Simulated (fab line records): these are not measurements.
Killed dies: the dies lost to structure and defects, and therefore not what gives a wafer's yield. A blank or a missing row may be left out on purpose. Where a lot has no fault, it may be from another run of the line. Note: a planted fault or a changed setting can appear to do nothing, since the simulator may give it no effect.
Comparing a struck lot with a sound one ; flow ritCmos ; 18 out of 202 route steps
Sound: these wafers, L444.2, L444.3, L444.6. The struck wafers were L455.1, L455.3, L455.5. At the end, the cause is stated.
Each step with rows lists, per side, the tool, then ch with its chambers, then its first start. Under that, the readings that differ: sound wafers ; struck wafers ; difference of the means ; sigmas: that difference in standard deviations of wafers without a fault.
alike: a reading whose means differ by less than 2 such deviations, as well as words and numbers matching on both sides. not compared: withheld readings; readings where some wafer has no value; bounds like >300 that might hide an equal value; numbers whose values overlap and for which the record gives no deviation.
The two part at a step that has a row with sigmas, a row that says differs or no value, or rows on one side only. Non-overlapping numbers with no deviation appear without sigmas and do not part them. Lack of a reading on every wafer of one side parts them only where that side has two or more wafers.

first, 1 step without rows for these wafers: RIT_PLDD_IMPLANT_08.
RIT_PLDD_STRIP_09: strips in O2, time 180 s.
  sound on plasmaAsher-04 ch 0,1, day 5 06:22; struck on plasmaAsher-02 ch 0, day 7 10:59
  alike: chamberPressureMTorr, drypumpMotorCurrentA
  not compared: rfHoursCounterH
RIT_PLDD_TW_MEAS_10:
  sound on filmMetro-01, day 5 06:33; struck on filmMetro-01, day 7 11:10
  alike: PLDD_TW
then, 4 steps without rows for these wafers: RIT_SPACER_CLEAN_00 (cleans in SC1, time 600 s); RIT_SPACER_CLEAN_01 (cleans in dHF, time 30 s); RIT_SPACER_CLEAN_02 (cleans in SC2, time 600 s); RIT_SPACER_CVD_03 (deposits Si3N4 from SiH2Cl2/NH3, target thk 250 nm, time 3300 s).
RIT_SPACER_THK_MEAS_04:
  sound on filmMetro-02, day 5 09:57; struck on filmMetro-03, day 7 13:32
  alike: SPACER_NITRIDE_THK
RIT_SPACER_ETCHBACK_05: etches Si3N4 in SF6/CHF3, stops on SiO2, target depth 250 nm, time 240 s.
  sound on rieDiel-03 ch 1,3, day 5 10:00; struck on rieDiel-01 ch 0,1,3, day 7 13:36
  alike: chamberPressureMTorr, drypumpMotorCurrentA, oesProductAu, throttleValvePct
  not compared: rfHoursCounterH
then, 3 steps without rows for these wafers: RIT_NSD_HMDS_00 (prime time 60 s); RIT_NSD_COAT_01 (resist thk 1000 nm); RIT_NSD_SOFTBAKE_02 (time 60 s).
RIT_NSD_EXPOSE_03: exposes mask M9, target cd 40700 nm.
  sound on ilineStepper-01 ch 0, day 5 10:44; struck on ilineStepper-01 ch 0, day 7 14:23
reading;sound;struck;difference;sigmas
model.NSD.overlayXNm (nm);-0.8374 -0.8374 -0.8374;420.4 420.4 420.4;+421.2;
  alike: mask, focusOffsetNm
then, 2 steps without rows for these wafers: RIT_NSD_PEB_04; RIT_NSD_DEVELOP_05 (develop time 50 s).
RIT_NSD_OVL_MEAS_06:
  sound on overlay-02, day 5 11:08; struck on overlay-02, day 7 14:47
reading;sound;struck;difference;sigmas
NSD_OVL (nm);-0.6 -1.2 -3.1;420.0 420.4 419.2;+421.5;+99 or more
then, 1 step without rows for these wafers: RIT_NSD_HARDBAKE_07 (time 60 s).
RIT_M1_PROBE_99:
  sound on prober-01, day 5 20:58; struck on prober-02, day 8 00:39
reading;sound;struck;difference;sigmas
model.etest.selectEdgeDiodeN.overLimit;0 0 0;1 1 1;+1;
  alike: killedAtContacts, killedAtFrontEnd, killedDies, killedOpen, killedShort

WHERE THEY PART
At RIT_NSD_OVL_MEAS_06 and nowhere else, as far as this record goes. Later steps at which nothing parts them and some readings are alike: RIT_M1_PROBE_99.

WHY: what had been put in by the simulator
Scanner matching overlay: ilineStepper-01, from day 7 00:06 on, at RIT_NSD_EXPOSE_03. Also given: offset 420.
